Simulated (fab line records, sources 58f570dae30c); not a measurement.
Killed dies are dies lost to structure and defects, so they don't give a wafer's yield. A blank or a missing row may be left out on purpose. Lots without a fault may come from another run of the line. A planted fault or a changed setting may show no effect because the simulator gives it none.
Chamber matching | flow berkeley_cmos170 | UCB170_SPACER_CVD_00 on pecvd-03: 3 sister chambers
The step deposits SiO2 from TEOS/O2, target thk 376 nm, time 47 s. 6 wafers are shown with their chamber, then 8 later ones without.

WAFERS WITH THEIR CHAMBER
wafer  | chamber | heater_power_w (W)
L168.5 | 2       | 301
L168.6 | 1       | 217
L169.1 | 2       | 237
L169.2 | 0       | 247
L169.3 | 1       | 285
L178.3 | 0       | 228

WAFERS WITHOUT THEIR CHAMBER
wafer  | heater_power_w (W)
L178.4 | 283
L178.6 | 238
L180.2 | 258
L180.4 | 221
L180.5 | 289
L183.1 | 286
L183.2 | 234
L183.6 | 209

WHICH CHAMBER EACH WENT THROUGH
wafer  | from the rows above          | in truth
L178.4 | can't be placed: 2 or 1 or 0 | 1
L178.6 | can't be placed: 0 or 1 or 2 | 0
L180.2 | can't be placed: 1 or 2 or 0 | 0
L180.4 | can't be placed: 0 or 1 or 2 | 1
L180.5 | can't be placed: 2 or 1 or 0 | 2
L183.1 | can't be placed: 2 or 1 or 0 | 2
L183.2 | can't be placed: 0 or 1 or 2 | 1
L183.6 | can't be placed: 0 or 1 or 2 | 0
Placed correctly: 0 of 8. Can't be placed from these rows: 8 (the true chamber is among the candidates in 8). Placed wrongly: 0.
How it was worked out, from the rows above alone: a wafer's distance from a chamber is the root of the sum, over the readings, of the square of ((its reading less the chamber's mean) divided by the reading's scatter). The wafer belongs to the nearest chamber; if the next one is less than 2 further off, it can't be placed. A chamber's mean is the mean of its shown wafers. The scatter: the root of (the sum of the squares of (reading less its chamber's mean) over the shown wafers, divided by (wafers less chambers)).
